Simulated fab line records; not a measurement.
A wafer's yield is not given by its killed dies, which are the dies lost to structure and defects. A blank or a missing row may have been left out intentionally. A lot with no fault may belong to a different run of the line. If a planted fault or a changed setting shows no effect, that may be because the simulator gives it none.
Chamber matching | flow berkeley_cmos170 | pecvd-04 running UCB170_V1_CVD_00: 3 sister chambers
The step deposits SiO2 from TEOS/O2, target thk 2000 nm, time 250 s. 6 wafers are shown with their chamber, then 7 later ones without.

## WAFERS WITH THEIR CHAMBER
wafer  | chamber | heater_power_w (W)
L781.4 | 0       | 223
L785.4 | 1       | 241
L785.5 | 0       | 213
L785.6 | 2       | 155
L795.1 | 1       | 222
L795.4 | 2       | 155

## WAFERS WITH NO CHAMBER GIVEN
wafer  | heater_power_w (W)
L795.6 | 172
L797.1 | 243
L797.4 | 155
L797.6 | 173
L799.4 | 170
L799.5 | 310
L799.6 | 221

## EACH ONE'S CHAMBER
wafer  | from the rows above     | in truth
L795.6 | 2                       | 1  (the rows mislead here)
L797.1 | can't be placed: 1 or 0 | 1
L797.4 | 2                       | 2
L797.6 | 2                       | 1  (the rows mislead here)
L799.4 | 2                       | 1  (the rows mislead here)
L799.5 | can't be placed: 1 or 0 | 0
L799.6 | can't be placed: 0 or 1 | 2
Placed correctly: 1 of 7. From these rows, 3 cannot be placed; in 2 the true chamber is one of the candidates. Number placed wrongly: 3.
How it was worked out, from the rows above alone: a wafer's distance from a chamber is the root of the sum, over the readings, of the square of ((its reading less the chamber's mean) divided by the reading's scatter). If the next closest chamber is less than 2 further off than the closest, the wafer can't be placed; otherwise it belongs to the closest. For every chamber, the mean is computed from those of its wafers that are shown. The scatter: take each reading less its chamber's mean, square it, sum over the shown wafers, divide by the number of wafers less the number of chambers, and take the root.
